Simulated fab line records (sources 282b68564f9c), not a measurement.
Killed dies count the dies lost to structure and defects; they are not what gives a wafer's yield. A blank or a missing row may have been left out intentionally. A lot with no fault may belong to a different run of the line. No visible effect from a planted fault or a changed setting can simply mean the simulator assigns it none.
8D (eight disciplines) problem report, filled in by code -- flow rit cmos -- the parts of the form that need people (team, actions taken, sign-off) are left out

## 1. THE ISSUE
At RIT_ACTIVE_ETCH_13, oes product au averages 0.971 a.u. over 3 wafers from 2 lots, while fault-free wafers read 0.816 a.u., standard deviation 0.011. That is +14 standard deviations from the usual mean.
The step: etches Si3N4 in SF6, stops on SiO2, time 210 s, target depth 210 nm.
Earliest sighting: wafer L507.1 on rie diel-02 at day 2 22:23. At this step, 18 wafers from 6 lots have a number in the record. The rule behind "out" and "out of limits": a value lying over 4 standard deviations away from the usual mean. The rest of the wafers with a number are treated as sound.

## 2. WHAT THIS IS AND IS NOT
question,is,is not
which readings at this step,oes product au,"drypump motor current A, throttle valve pct"
which lots,"L507, L512","L503, L517, L522, L523"
which wafers of those lots,"L507.1, L507.6, L512.4","L507.3, L512.1, L512.3"
read on which tools,rie diel-02,rie diel-01
when,from day 2 22:23,"up to then (4 sound wafers); but 11 sound wafers of L512, L517, L522, L523 came after"

## 3. THE SUSPECTS, EACH WITH WHAT RULES IT OUT
Counting: any tool at a process step up to the reading remains a suspect provided it ran every lot that is out. Sound lots after the first of them don't rule it out here, since some wafers of a struck lot are sound.
- rie diel-02 at RIT_ACTIVE_ETCH_13 (etches Si3N4 in SF6, stops on SiO2, time 210 s, target depth 210 nm): kept. It ran every lot that is out, first L507 (day 2 22:23). On those wafers its own readings are out: oes product au.
- In rie diel-02 at RIT_ACTIVE_ETCH_13, the wafers that are out were processed in chamber 2 and their sound lot-mates in chambers 0, 1, 3.
Left after counting: rie diel-02 at RIT_ACTIVE_ETCH_13.

## 4. THE CAUSE (what the simulator had put in)
rie diel-02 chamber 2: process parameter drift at RIT_ACTIVE_ETCH_13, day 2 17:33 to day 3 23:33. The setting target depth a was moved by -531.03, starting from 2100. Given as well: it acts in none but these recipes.
Counting left only this tool.

## 5. SEQUENCE OF EFFECTS, ordered by route
One row per reading whose mean, taken over the struck wafers that have a number, lies over 3 standard deviations from the usual. Readings are gone through only where the record gives a usual standard deviation; hours: the median, over the lots, of the time from a lot's start at the first step in this table giving one to that lot's start at this step; sigmas: the change measured in usual standard deviations.
hours,step,reading,usual,on struck wafers,change,sigmas
0,RIT_ACTIVE_ETCH_13,oes product au,0.816 a.u.,0.971,+0.155,+14
Here are the process steps it includes:
- RIT_ACTIVE_ETCH_13: etches Si3N4 in SF6, stops on SiO2, time 210 s, target depth 210 nm.

## 6. WHAT WOULD HAVE CAUGHT IT SOONER
First out-of-limits reading in this record: day 2 22:23, which is 5 hours after fault onset at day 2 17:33.
